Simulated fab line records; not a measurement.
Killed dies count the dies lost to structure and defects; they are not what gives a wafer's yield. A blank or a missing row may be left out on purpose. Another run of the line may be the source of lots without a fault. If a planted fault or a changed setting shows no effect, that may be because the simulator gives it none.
Which tool did it? / flow berkeley-cmos170 / 14 lots with 42 wafers sampled at 2 steps, on a route of 331 steps

## WHAT THE GAUGES READ, wafer by wafer
Not one reading of a measure or inspect step in the record can be checked against a usual standard deviation.

## TOOL THAT RAN EACH LOT (tool first, then ch and the chambers of the sampled wafers, then the start)
lot=L755; UCB170_NWELL_ETCH_13=rie-diel-01 ch 1,2,3, day 2 04:21; UCB170_NWELL_STRIP_15=plasma-asher-04 ch 0,1, day 2 04:36
lot=L757; UCB170_NWELL_ETCH_13=rie-diel-04 ch 2,3, day 2 12:34; UCB170_NWELL_STRIP_15=plasma-asher-04 ch 0,1, day 2 12:51
lot=L758; UCB170_NWELL_ETCH_13=rie-diel-04 ch 0,2, day 2 20:43; UCB170_NWELL_STRIP_15=plasma-asher-02 ch 0, day 2 20:58
lot=L761; UCB170_NWELL_ETCH_13=rie-diel-04 ch 1,2,3, day 3 15:29; UCB170_NWELL_STRIP_15=plasma-asher-02 ch 0,1, day 3 15:44
lot=L762; UCB170_NWELL_ETCH_13=rie-diel-04 ch 0,1,3, day 3 23:59; UCB170_NWELL_STRIP_15=plasma-asher-04 ch 0,1, day 4 00:14
lot=L763; UCB170_NWELL_ETCH_13=rie-diel-01 ch 0,1, day 4 06:52; UCB170_NWELL_STRIP_15=plasma-asher-04 ch 0,1, day 4 07:07
lot=L764; UCB170_NWELL_ETCH_13=rie-diel-04 ch 1,2,3, day 4 07:08; UCB170_NWELL_STRIP_15=plasma-asher-02 ch 0,1, day 4 07:26
lot=L765; UCB170_NWELL_ETCH_13=rie-diel-03 ch 1,2, day 4 12:50; UCB170_NWELL_STRIP_15=plasma-asher-01 ch 0,1, day 4 13:07
lot=L768; UCB170_NWELL_ETCH_13=rie-diel-03 ch 0,1,2, day 4 20:40; UCB170_NWELL_STRIP_15=plasma-asher-01 ch 0,1, day 4 20:55
lot=L767; UCB170_NWELL_ETCH_13=rie-diel-01 ch 0,1,3, day 4 20:49; UCB170_NWELL_STRIP_15=plasma-asher-02 ch 0,1, day 4 21:04
lot=L774; UCB170_NWELL_ETCH_13=rie-diel-01 ch 0,3, day 6 09:17; UCB170_NWELL_STRIP_15=plasma-asher-01 ch 0,1, day 6 09:32
lot=L775; UCB170_NWELL_ETCH_13=rie-diel-01 ch 1,2,3, day 6 16:15; UCB170_NWELL_STRIP_15=plasma-asher-02 ch 0,1, day 6 16:30
lot=L777; UCB170_NWELL_ETCH_13=rie-diel-04 ch 0,1, day 6 19:58; UCB170_NWELL_STRIP_15=plasma-asher-04 ch 0,1, day 6 20:13
lot=L778; UCB170_NWELL_ETCH_13=rie-diel-04 ch 0,2,3, day 7 06:25; UCB170_NWELL_STRIP_15=plasma-asher-01 ch 0,1, day 7 06:40
- UCB170_NWELL_ETCH_13: etches Si3N4 in CH3F/Ar/O2, stops on SiO2, target depth 246.4 nm, time 154 s.
- UCB170_NWELL_STRIP_15: strips in O2.

## AS READ BY THE TOOLS THEMSELVES (means over the sampled wafers that have a number; for cases with no such wafer, the mark the record gives instead)
UCB170_NWELL_ETCH_13. Usual: CH3F_flow_sccm 20.00 sccm, standard deviation 0.06; O2_flow_sccm 6.995 sccm, standard deviation 0.02; drypump-motor-current-A 5.6 A, standard deviation 0.47; mfc-ar-sccm 50.02 sccm, standard deviation 0.14; oes-product-au 0.941 a.u., standard deviation 0.014; throttle-valve-pct 8.01 %, standard deviation 0.17.
lot=L755; tool=rie-diel-01; CH3F_flow_sccm (sccm)=20.02; O2_flow_sccm (sccm)=6.974; drypump-motor-current-A (A)=5.5; mfc-ar-sccm (sccm)=50.00; oes-product-au (a.u.)=0.943; throttle-valve-pct (%)=8.06; flag=
lot=L757; tool=rie-diel-04; CH3F_flow_sccm (sccm)=19.98; O2_flow_sccm (sccm)=6.986; drypump-motor-current-A (A)=6.0; mfc-ar-sccm (sccm)=50.03; oes-product-au (a.u.)=0.928; throttle-valve-pct (%)=7.88; flag=
lot=L758; tool=rie-diel-04; CH3F_flow_sccm (sccm)=19.97; O2_flow_sccm (sccm)=7.002; drypump-motor-current-A (A)=5.2; mfc-ar-sccm (sccm)=50.10; oes-product-au (a.u.)=0.938; throttle-valve-pct (%)=7.91; flag=
lot=L761; tool=rie-diel-04; CH3F_flow_sccm (sccm)=20.02; O2_flow_sccm (sccm)=6.995; drypump-motor-current-A (A)=5.6; mfc-ar-sccm (sccm)=50.01; oes-product-au (a.u.)=0.932; throttle-valve-pct (%)=7.96; flag=
lot=L762; tool=rie-diel-04; CH3F_flow_sccm (sccm)=20.07; O2_flow_sccm (sccm)=6.988; drypump-motor-current-A (A)=5.6; mfc-ar-sccm (sccm)=49.95; oes-product-au (a.u.)=0.940; throttle-valve-pct (%)=7.90; flag=
lot=L763; tool=rie-diel-01; CH3F_flow_sccm (sccm)=19.99; O2_flow_sccm (sccm)=7.009; drypump-motor-current-A (A)=6.1; mfc-ar-sccm (sccm)=50.01; oes-product-au (a.u.)=0.959; throttle-valve-pct (%)=8.19; flag=
lot=L764; tool=rie-diel-04; CH3F_flow_sccm (sccm)=19.94; O2_flow_sccm (sccm)=6.993; drypump-motor-current-A (A)=5.7; mfc-ar-sccm (sccm)=49.93; oes-product-au (a.u.)=0.928; throttle-valve-pct (%)=7.96; flag=
lot=L765; tool=rie-diel-03; CH3F_flow_sccm (sccm)=20.01; O2_flow_sccm (sccm)=7.004; drypump-motor-current-A (A)=5.6; mfc-ar-sccm (sccm)=50.07; oes-product-au (a.u.)=0.939; throttle-valve-pct (%)=8.14; flag=
lot=L768; tool=rie-diel-03; CH3F_flow_sccm (sccm)=19.99; O2_flow_sccm (sccm)=7.008; drypump-motor-current-A (A)=5.8; mfc-ar-sccm (sccm)=50.11; oes-product-au (a.u.)=0.938; throttle-valve-pct (%)=8.02; flag=
lot=L767; tool=rie-diel-01; CH3F_flow_sccm (sccm)=20.01; O2_flow_sccm (sccm)=6.962; drypump-motor-current-A (A)=5.7; mfc-ar-sccm (sccm)=49.95; oes-product-au (a.u.)=0.949; throttle-valve-pct (%)=8.10; flag=
lot=L774; tool=rie-diel-01; CH3F_flow_sccm (sccm)=-; O2_flow_sccm (sccm)=-; drypump-motor-current-A (A)=-; mfc-ar-sccm (sccm)=-; oes-product-au (a.u.)=-; throttle-valve-pct (%)=-; flag=OFF
lot=L775; tool=rie-diel-01; CH3F_flow_sccm (sccm)=-; O2_flow_sccm (sccm)=-; drypump-motor-current-A (A)=-; mfc-ar-sccm (sccm)=-; oes-product-au (a.u.)=-; throttle-valve-pct (%)=-; flag=OFF
lot=L777; tool=rie-diel-04; CH3F_flow_sccm (sccm)=20.02; O2_flow_sccm (sccm)=6.993; drypump-motor-current-A (A)=5.2; mfc-ar-sccm (sccm)=50.10; oes-product-au (a.u.)=0.951; throttle-valve-pct (%)=7.86; flag=
lot=L778; tool=rie-diel-04; CH3F_flow_sccm (sccm)=20.00; O2_flow_sccm (sccm)=7.011; drypump-motor-current-A (A)=5.6; mfc-ar-sccm (sccm)=49.93; oes-product-au (a.u.)=0.944; throttle-valve-pct (%)=7.87; flag=

UCB170_NWELL_STRIP_15. Usual: drypump-motor-current-A 6.0 A, standard deviation 0.66; oes-product-au 0.720 a.u., standard deviation 0.0048; strip-time-to-endpoint-s 18.01 s, standard deviation 0.076.
lot=L755; tool=plasma-asher-04; drypump-motor-current-A (A)=6.5; oes-product-au (a.u.)=0.716; strip-time-to-endpoint-s (s)=17.97; flag=
lot=L757; tool=plasma-asher-04; drypump-motor-current-A (A)=6.5; oes-product-au (a.u.)=0.718; strip-time-to-endpoint-s (s)=17.93; flag=
lot=L758; tool=plasma-asher-02; drypump-motor-current-A (A)=5.6; oes-product-au (a.u.)=0.721; strip-time-to-endpoint-s (s)=17.99; flag=
lot=L761; tool=plasma-asher-02; drypump-motor-current-A (A)=6.1; oes-product-au (a.u.)=0.723; strip-time-to-endpoint-s (s)=18.06; flag=
lot=L762; tool=plasma-asher-04; drypump-motor-current-A (A)=6.5; oes-product-au (a.u.)=0.717; strip-time-to-endpoint-s (s)=18.01; flag=
lot=L763; tool=plasma-asher-04; drypump-motor-current-A (A)=6.5; oes-product-au (a.u.)=0.716; strip-time-to-endpoint-s (s)=18.12; flag=
lot=L764; tool=plasma-asher-02; drypump-motor-current-A (A)=5.9; oes-product-au (a.u.)=0.718; strip-time-to-endpoint-s (s)=18.01; flag=
lot=L765; tool=plasma-asher-01; drypump-motor-current-A (A)=5.1; oes-product-au (a.u.)=0.721; strip-time-to-endpoint-s (s)=18.05; flag=
lot=L768; tool=plasma-asher-01; drypump-motor-current-A (A)=5.5; oes-product-au (a.u.)=0.723; strip-time-to-endpoint-s (s)=17.95; flag=
lot=L767; tool=plasma-asher-02; drypump-motor-current-A (A)=5.9; oes-product-au (a.u.)=0.722; strip-time-to-endpoint-s (s)=18.13; flag=
lot=L774; tool=plasma-asher-01; drypump-motor-current-A (A)=5.5; oes-product-au (a.u.)=0.734; strip-time-to-endpoint-s (s)=21.62; flag=OFF
lot=L775; tool=plasma-asher-02; drypump-motor-current-A (A)=6.1; oes-product-au (a.u.)=0.736; strip-time-to-endpoint-s (s)=21.69; flag=OFF
lot=L777; tool=plasma-asher-04; drypump-motor-current-A (A)=6.5; oes-product-au (a.u.)=0.719; strip-time-to-endpoint-s (s)=18.03; flag=
lot=L778; tool=plasma-asher-01; drypump-motor-current-A (A)=5.5; oes-product-au (a.u.)=0.722; strip-time-to-endpoint-s (s)=18.06; flag=

## THE ANSWER, worked out from the rows above alone
Rule: a lot is off if the mean of its wafers that have a number lies more than 3 standard deviations from the usual mean. A lot without any number at a reading at which 4 lots or more have one is off too. The other lots that the step has rows for count as sound. First the gauges in route order, then the tools' own readings, where a lot's mean is used as printed above. At the first step where some lot is off, the reading lying furthest off is the one used; lots without a number count as furthest.
Off: L774, L775, at UCB170_NWELL_ETCH_13 (CH3F_flow_sccm). Without a number there: L774, L775.
If a tool, at that step or one of the process steps before it, ran each lot that is off and ran no sound lot following the first of them, it fits. One fits: rie-diel-01 at UCB170_NWELL_ETCH_13. A fault onset in the window from L767 (day 4 20:49, its last sound lot) to L774 (day 6 09:17, its first lot off) fits.
Blank at UCB170_NWELL_ETCH_13 on the lots that are off, where sound lots have numbers: CH3F_flow_sccm, O2_flow_sccm, drypump-motor-current-A, mfc-ar-sccm, oes-product-au, throttle-valve-pct.

## WHAT HAD BEEN PUT IN BY THE SIMULATOR
Skipped step whole: rie-diel-01, from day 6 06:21 on, at UCB170_NWELL_ETCH_13. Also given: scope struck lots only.
Shown lots that were struck: L774, L775. The rule above found the same.
